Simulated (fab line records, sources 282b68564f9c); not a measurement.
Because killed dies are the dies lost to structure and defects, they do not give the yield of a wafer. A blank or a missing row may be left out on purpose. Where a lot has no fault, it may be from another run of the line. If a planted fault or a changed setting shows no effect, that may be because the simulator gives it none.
Check for tools in common / flow rit-cmos / Sampled: 14 lots, 48 wafers

## THE REASON FOR OPENING IT
At RIT_NRETRO_TW_MEAS_10 the reading NRETRO_TW is flagged on 2 of 14 lots. Fault-free wafers read 1052, with a standard deviation of 14.
Rule: a lot is flagged when every wafer of it that has a number lies more than 4 standard deviations from that mean, or none has a number. All remaining lots are regarded as sound.

lot=L957; measured=day 2 13:52; on=film-metro-02; NRETRO_TW, wafer by wafer=1069 1071 1070; flag=
lot=L958; measured=day 2 20:04; on=film-metro-03; NRETRO_TW, wafer by wafer=1037 1045 1036; flag=
lot=L959; measured=day 2 21:20; on=film-metro-03; NRETRO_TW, wafer by wafer=1042 1037 1040; flag=
lot=L960; measured=day 3 02:41; on=film-metro-03; NRETRO_TW, wafer by wafer=1042 1043 1045; flag=
lot=L961; measured=day 3 09:52; on=film-metro-03; NRETRO_TW, wafer by wafer=1174 1172 1173 1172 1177 1174; flag=FLAGGED
lot=L962; measured=day 3 14:11; on=film-metro-02; NRETRO_TW, wafer by wafer=1195 1192 1191 1195 1190 1189; flag=FLAGGED
lot=L963; measured=day 3 18:46; on=film-metro-02; NRETRO_TW, wafer by wafer=1062 1063 1072; flag=
lot=L972; measured=day 5 15:35; on=film-metro-01; NRETRO_TW, wafer by wafer=1069 1067 1070; flag=
lot=L973; measured=day 5 20:58; on=film-metro-03; NRETRO_TW, wafer by wafer=1034 1037 1033; flag=
lot=L974; measured=day 6 01:10; on=film-metro-03; NRETRO_TW, wafer by wafer=1041 1048 1035; flag=
lot=L975; measured=day 6 08:40; on=film-metro-03; NRETRO_TW, wafer by wafer=1039 1033 1034; flag=
lot=L977; measured=day 6 16:44; on=film-metro-01; NRETRO_TW, wafer by wafer=1062 1063 1071; flag=
lot=L978; measured=day 6 21:02; on=film-metro-01; NRETRO_TW, wafer by wafer=1063 1065 1063; flag=
lot=L979; measured=day 7 03:40; on=film-metro-01; NRETRO_TW, wafer by wafer=1074 1068 1073; flag=
The mean of the flagged lots' numbers is 1183, +131 from the usual (+9 standard deviations).

## WHICH TOOL EACH LOT WENT THROUGH
2 process steps preceding the reading are held in the record, out of 202 steps in the route. In each cell: the tool, then ch and the chambers that the sampled wafers went through, then the start.
lot=L957; flag=; RIT_NRETRO_IMPLANT_08=implanter-03 ch 0, day 2 13:32; RIT_NRETRO_STRIP_09=plasma-asher-01 ch 0,1, day 2 13:41
lot=L958; flag=; RIT_NRETRO_IMPLANT_08=implanter-02 ch 0, day 2 19:47; RIT_NRETRO_STRIP_09=plasma-asher-01 ch 0,1, day 2 19:55
lot=L959; flag=; RIT_NRETRO_IMPLANT_08=implanter-03 ch 0, day 2 21:01; RIT_NRETRO_STRIP_09=plasma-asher-04 ch 0,1, day 2 21:10
lot=L960; flag=; RIT_NRETRO_IMPLANT_08=implanter-02 ch 0, day 3 02:22; RIT_NRETRO_STRIP_09=plasma-asher-03 ch 0,1, day 3 02:29
lot=L961; flag=FLAGGED; RIT_NRETRO_IMPLANT_08=implanter-03 ch 0, day 3 09:32; RIT_NRETRO_STRIP_09=plasma-asher-01 ch 0,1, day 3 09:41
lot=L962; flag=FLAGGED; RIT_NRETRO_IMPLANT_08=implanter-03 ch 0, day 3 13:52; RIT_NRETRO_STRIP_09=plasma-asher-04 ch 0,1, day 3 14:00
lot=L963; flag=; RIT_NRETRO_IMPLANT_08=implanter-04 ch 0, day 3 18:26; RIT_NRETRO_STRIP_09=plasma-asher-04 ch 0, day 3 18:35
lot=L972; flag=; RIT_NRETRO_IMPLANT_08=implanter-02 ch 0, day 5 15:17; RIT_NRETRO_STRIP_09=plasma-asher-04 ch 0,1, day 5 15:25
lot=L973; flag=; RIT_NRETRO_IMPLANT_08=implanter-04 ch 0, day 5 20:40; RIT_NRETRO_STRIP_09=plasma-asher-04 ch 0,1, day 5 20:47
lot=L974; flag=; RIT_NRETRO_IMPLANT_08=implanter-02 ch 0, day 6 00:53; RIT_NRETRO_STRIP_09=plasma-asher-01 ch 0,1, day 6 01:02
lot=L975; flag=; RIT_NRETRO_IMPLANT_08=implanter-02 ch 0, day 6 08:20; RIT_NRETRO_STRIP_09=plasma-asher-01 ch 0,1, day 6 08:29
lot=L977; flag=; RIT_NRETRO_IMPLANT_08=implanter-02 ch 0, day 6 16:25; RIT_NRETRO_STRIP_09=plasma-asher-01 ch 0,1, day 6 16:34
lot=L978; flag=; RIT_NRETRO_IMPLANT_08=implanter-04 ch 0, day 6 20:43; RIT_NRETRO_STRIP_09=plasma-asher-03 ch 0,1, day 6 20:52
lot=L979; flag=; RIT_NRETRO_IMPLANT_08=implanter-03 ch 0, day 7 03:22; RIT_NRETRO_STRIP_09=plasma-asher-01 ch 0,1, day 7 03:29
These steps, and what they do:
- RIT_NRETRO_IMPLANT_08
- RIT_NRETRO_STRIP_09: strips in O2, time 180 s.
- RIT_NRETRO_TW_MEAS_10

## FLAGGED OVER TOTAL, TOOL BY TOOL (the gauges that took the reading come last)
step=RIT_NRETRO_IMPLANT_08; tool=implanter-02; lots run=6; flagged=0; share of the flagged lots=none; sound lots run after its first flagged lot=-
step=RIT_NRETRO_IMPLANT_08; tool=implanter-03; lots run=5; flagged=2; share of the flagged lots=all; sound lots run after its first flagged lot=1 (L979)
step=RIT_NRETRO_IMPLANT_08; tool=implanter-04; lots run=3; flagged=0; share of the flagged lots=none; sound lots run after its first flagged lot=-
step=RIT_NRETRO_STRIP_09; tool=plasma-asher-01; lots run=7; flagged=1; share of the flagged lots=some; sound lots run after its first flagged lot=4 (L974,L975,L977,L979)
step=RIT_NRETRO_STRIP_09; tool=plasma-asher-03; lots run=2; flagged=0; share of the flagged lots=none; sound lots run after its first flagged lot=-
step=RIT_NRETRO_STRIP_09; tool=plasma-asher-04; lots run=5; flagged=1; share of the flagged lots=some; sound lots run after its first flagged lot=3 (L963,L972,L973)
step=RIT_NRETRO_TW_MEAS_10; tool=film-metro-01; lots run=4; flagged=0; share of the flagged lots=none; sound lots run after its first flagged lot=-
step=RIT_NRETRO_TW_MEAS_10; tool=film-metro-02; lots run=3; flagged=1; share of the flagged lots=some; sound lots run after its first flagged lot=1 (L963)
step=RIT_NRETRO_TW_MEAS_10; tool=film-metro-03; lots run=7; flagged=1; share of the flagged lots=some; sound lots run after its first flagged lot=3 (L973,L974,L975)

## WHAT THE TABLE ALLOWS
Rows of the table that ran each flagged lot: 1, that is implanter-03 at RIT_NRETRO_IMPLANT_08.
- implanter-03 at RIT_NRETRO_IMPLANT_08 ran 5 lots, 2 of them flagged. Sound lots followed the first flagged one (L979) on it, something a lasting fault affecting the whole tool could not allow. Its own readings lie more than 4 standard deviations out on every wafer of the flagged lots: beam-on-s, faraday-current-uA.
Not one row of the table ran every flagged lot while running no sound lot after the first.

## WHAT THE SIMULATOR HAD PUT IN
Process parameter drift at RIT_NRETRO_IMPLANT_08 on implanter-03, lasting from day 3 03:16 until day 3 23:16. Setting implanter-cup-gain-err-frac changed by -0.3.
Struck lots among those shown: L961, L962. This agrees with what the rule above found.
